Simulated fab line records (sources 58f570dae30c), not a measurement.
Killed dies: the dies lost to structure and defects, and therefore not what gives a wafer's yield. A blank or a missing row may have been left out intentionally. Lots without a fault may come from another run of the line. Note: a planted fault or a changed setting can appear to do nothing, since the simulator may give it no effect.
Which tool is to blame? :: flow berkeley-cmos170 :: Sampling: 14 lots, 42 wafers, 3 of 331 route steps

== WHAT EACH GAUGE READ, for each wafer ==
UCB170_V2_BOW_MEAS_03. Usual: V2_BOW 35 um, standard deviation 7.2.
lot: L481
measured: day 7 12:47
on: film-metro-04
V2_BOW (um): 29 29 32
flag: 

lot: L480
measured: day 7 13:02
on: film-metro-02
V2_BOW (um): 39 31 43
flag: 

lot: L483
measured: day 8 10:41
on: film-metro-03
V2_BOW (um): 40 38 33
flag: 

lot: L482
measured: day 8 06:58
on: film-metro-03
V2_BOW (um): 28 31 38
flag: 

lot: L485
measured: day 8 17:04
on: film-metro-03
V2_BOW (um): 29 39 27
flag: 

lot: L484
measured: day 8 17:53
on: film-metro-03
V2_BOW (um): 36 52 26
flag: 

lot: L487
measured: day 9 03:40
on: film-metro-03
V2_BOW (um): 21 24 22
flag: 

lot: L495
measured: day 10 23:21
on: film-metro-04
V2_BOW (um): 27 22 40
flag: 

lot: L494
measured: day 10 23:55
on: film-metro-04
V2_BOW (um): 29 41 40
flag: 

lot: L498
measured: day 11 17:36
on: film-metro-02
V2_BOW (um): 25 40 23
flag: 

lot: L500
measured: day 11 21:57
on: film-metro-03
V2_BOW (um): 38 24 37
flag: 

lot: L499
measured: day 11 21:34
on: film-metro-03
V2_BOW (um): 44 42 41
flag: 

lot: L501
measured: day 12 04:25
on: film-metro-02
V2_BOW (um): 33 39 38
flag: 

lot: L503
measured: day 12 05:47
on: film-metro-03
V2_BOW (um): 33 47 43
flag: 

== EACH LOT AND THE TOOL THAT RAN IT (in order: tool; ch and the chambers of the sampled wafers; start) ==
lot: L481
UCB170_V1_CMP_02: cmp-01 ch 0,2, day 7 04:01
UCB170_M2_ETCH_17: rie-diel-02 ch 0,3, day 7 11:48

lot: L480
UCB170_V1_CMP_02: cmp-02 ch 1,2, day 7 04:04
UCB170_M2_ETCH_17: rie-diel-03 ch 1,3, day 7 12:05

lot: L483
UCB170_V1_CMP_02: cmp-02 ch 0,1,3, day 8 01:07
UCB170_M2_ETCH_17: rie-diel-03 ch 2,3, day 8 09:41

lot: L482
UCB170_V1_CMP_02: cmp-01 ch 1,2,3, day 8 01:16
UCB170_M2_ETCH_17: rie-diel-03 ch 0,1,3, day 8 05:56

lot: L485
UCB170_V1_CMP_02: cmp-01 ch 0,1,3, day 8 10:47
UCB170_M2_ETCH_17: rie-diel-02 ch 0,2, day 8 16:05

lot: L484
UCB170_V1_CMP_02: cmp-02 ch 0,2, day 8 10:50
UCB170_M2_ETCH_17: rie-diel-03 ch 0,1,2, day 8 16:47

lot: L487
UCB170_V1_CMP_02: cmp-01 ch 2,3, day 8 20:13
UCB170_M2_ETCH_17: rie-diel-03 ch 1,2,3, day 9 02:42

lot: L495
UCB170_V1_CMP_02: cmp-02 ch 0,1,2, day 10 17:07
UCB170_M2_ETCH_17: rie-diel-03 ch 1,2,3, day 10 22:14

lot: L494
UCB170_V1_CMP_02: cmp-02 ch 0,3, day 10 17:25
UCB170_M2_ETCH_17: rie-diel-02 ch 0,2,3, day 10 22:57

lot: L498
UCB170_V1_CMP_02: cmp-01 ch 0,2,3, day 11 10:07
UCB170_M2_ETCH_17: rie-diel-03 ch 0,1, day 11 16:26

lot: L500
UCB170_V1_CMP_02: cmp-01 ch 0,2, day 11 14:51
UCB170_M2_ETCH_17: rie-diel-04 ch 0,2, day 11 20:46

lot: L499
UCB170_V1_CMP_02: cmp-02 ch 0,2,3, day 11 14:57
UCB170_M2_ETCH_17: rie-diel-02 ch 0,1,2, day 11 20:32

lot: L501
UCB170_V1_CMP_02: cmp-01 ch 1,3, day 11 20:30
UCB170_M2_ETCH_17: rie-diel-04 ch 0,2, day 12 03:28

lot: L503
UCB170_V1_CMP_02: cmp-02 ch 0,1,3, day 12 00:08
UCB170_M2_ETCH_17: rie-diel-02 ch 0,1,3, day 12 04:49
- UCB170_V1_CMP_02: polishes SiO2.
- UCB170_M2_ETCH_17: etches BARC in N2/H2.

== AS READ BY THE TOOLS THEMSELVES (means over the sampled wafers that have a number; for cases with no such wafer, the mark the record gives instead) ==
UCB170_V1_CMP_02. Usual: motor-current-A 16.2 A, standard deviation 1.1; slurry-filter-dp-kPa 13.49 kPa, standard deviation 0.13; slurry-flow-ml-min 150.0, standard deviation 0.46.
lot: L481
tool: cmp-01
motor-current-A (A): 16.2
slurry-filter-dp-kPa (kPa): 13.52
slurry-flow-ml-min: 149.9
flag: 

lot: L480
tool: cmp-02
motor-current-A (A): 16.3
slurry-filter-dp-kPa (kPa): 13.31
slurry-flow-ml-min: 150.2
flag: 

lot: L483
tool: cmp-02
motor-current-A (A): 15.2
slurry-filter-dp-kPa (kPa): 13.41
slurry-flow-ml-min: 150.0
flag: 

lot: L482
tool: cmp-01
motor-current-A (A): 16.3
slurry-filter-dp-kPa (kPa): 13.50
slurry-flow-ml-min: 150.1
flag: 

lot: L485
tool: cmp-01
motor-current-A (A): 16.1
slurry-filter-dp-kPa (kPa): 13.61
slurry-flow-ml-min: 149.8
flag: 

lot: L484
tool: cmp-02
motor-current-A (A): 16.1
slurry-filter-dp-kPa (kPa): 13.48
slurry-flow-ml-min: 150.2
flag: 

lot: L487
tool: cmp-01
motor-current-A (A): 15.9
slurry-filter-dp-kPa (kPa): 13.59
slurry-flow-ml-min: 149.8
flag: 

lot: L495
tool: cmp-02
motor-current-A (A): 16.1
slurry-filter-dp-kPa (kPa): 13.42
slurry-flow-ml-min: 149.7
flag: 

lot: L494
tool: cmp-02
motor-current-A (A): 15.4
slurry-filter-dp-kPa (kPa): 13.47
slurry-flow-ml-min: 150.3
flag: 

lot: L498
tool: cmp-01
motor-current-A (A): 16.3
slurry-filter-dp-kPa (kPa): 13.55
slurry-flow-ml-min: 150.2
flag: 

lot: L500
tool: cmp-01
motor-current-A (A): 16.2
slurry-filter-dp-kPa (kPa): 13.43
slurry-flow-ml-min: 149.7
flag: 

lot: L499
tool: cmp-02
motor-current-A (A): 17.1
slurry-filter-dp-kPa (kPa): 13.59
slurry-flow-ml-min: 149.8
flag: 

lot: L501
tool: cmp-01
motor-current-A (A): 15.9
slurry-filter-dp-kPa (kPa): 13.39
slurry-flow-ml-min: 150.2
flag: 

lot: L503
tool: cmp-02
motor-current-A (A): 15.0
slurry-filter-dp-kPa (kPa): 13.48
slurry-flow-ml-min: 150.3
flag: 

UCB170_M2_ETCH_17. Usual: drypump-motor-current-A 5.7 A, standard deviation 0.54; n2-flow-sccm 100.01 sccm, standard deviation 0.3; oes-product-au 0.997 a.u., standard deviation 0.025; throttle-valve-pct 13.41 %, standard deviation 0.18.
lot: L481
tool: rie-diel-02
drypump-motor-current-A (A): 5.4
n2-flow-sccm (sccm): 99.82
oes-product-au (a.u.): 0.989
throttle-valve-pct (%): 13.34
flag: 

lot: L480
tool: rie-diel-03
drypump-motor-current-A (A): 5.8
n2-flow-sccm (sccm): 99.85
oes-product-au (a.u.): 0.991
throttle-valve-pct (%): 13.52
flag: 

lot: L483
tool: rie-diel-03
drypump-motor-current-A (A): 6.1
n2-flow-sccm (sccm): 100.13
oes-product-au (a.u.): 0.975
throttle-valve-pct (%): 13.54
flag: 

lot: L482
tool: rie-diel-03
drypump-motor-current-A (A): 6.0
n2-flow-sccm (sccm): 99.69
oes-product-au (a.u.): 1.006
throttle-valve-pct (%): 13.38
flag: 

lot: L485
tool: rie-diel-02
drypump-motor-current-A (A): 5.5
n2-flow-sccm (sccm): 100.03
oes-product-au (a.u.): 0.990
throttle-valve-pct (%): 13.33
flag: 

lot: L484
tool: rie-diel-03
drypump-motor-current-A (A): 6.1
n2-flow-sccm (sccm): 100.21
oes-product-au (a.u.): 1.002
throttle-valve-pct (%): 13.40
flag: 

lot: L487
tool: rie-diel-03
drypump-motor-current-A (A): 5.9
n2-flow-sccm (sccm): 99.86
oes-product-au (a.u.): 0.989
throttle-valve-pct (%): 13.55
flag: 

lot: L495
tool: rie-diel-03
drypump-motor-current-A (A): 5.9
n2-flow-sccm (sccm): 100.07
oes-product-au (a.u.): 0.998
throttle-valve-pct (%): 13.56
flag: 

lot: L494
tool: rie-diel-02
drypump-motor-current-A (A): 5.4
n2-flow-sccm (sccm): 99.78
oes-product-au (a.u.): 0.995
throttle-valve-pct (%): 13.33
flag: 

lot: L498
tool: rie-diel-03
drypump-motor-current-A (A): 6.2
n2-flow-sccm (sccm): 100.29
oes-product-au (a.u.): 1.012
throttle-valve-pct (%): 13.21
flag: 

lot: L500
tool: rie-diel-04
drypump-motor-current-A (A): 5.4
n2-flow-sccm (sccm): 99.97
oes-product-au (a.u.): 1.036
throttle-valve-pct (%): 13.57
flag: 

lot: L499
tool: rie-diel-02
drypump-motor-current-A (A): 5.4
n2-flow-sccm (sccm): 99.95
oes-product-au (a.u.): 0.987
throttle-valve-pct (%): 13.38
flag: 

lot: L501
tool: rie-diel-04
drypump-motor-current-A (A): 5.2
n2-flow-sccm (sccm): 100.10
oes-product-au (a.u.): 1.028
throttle-valve-pct (%): 13.41
flag: 

lot: L503
tool: rie-diel-02
drypump-motor-current-A (A): 5.3
n2-flow-sccm (sccm): 100.10
oes-product-au (a.u.): 0.984
throttle-valve-pct (%): 13.40
flag: 

== THE ANSWER, worked out from the rows above alone ==
Rule: lot off if the mean of its wafers having a number is beyond 3 standard deviations from the usual mean. Also off: a lot with no number at a reading for which 4 or more lots have one. All remaining lots with rows at the step are treated as sound. The gauges are gone through in route order, then the tools' own readings, and for those a lot's mean is taken as printed above. The first step at which some lot is off is used, and at that step the reading that is off furthest; a lot without a number counts as furthest.
No lot is off on any of the readings shown, so nothing can be concluded from this.

== WHAT HAD BEEN PUT IN BY THE SIMULATOR ==
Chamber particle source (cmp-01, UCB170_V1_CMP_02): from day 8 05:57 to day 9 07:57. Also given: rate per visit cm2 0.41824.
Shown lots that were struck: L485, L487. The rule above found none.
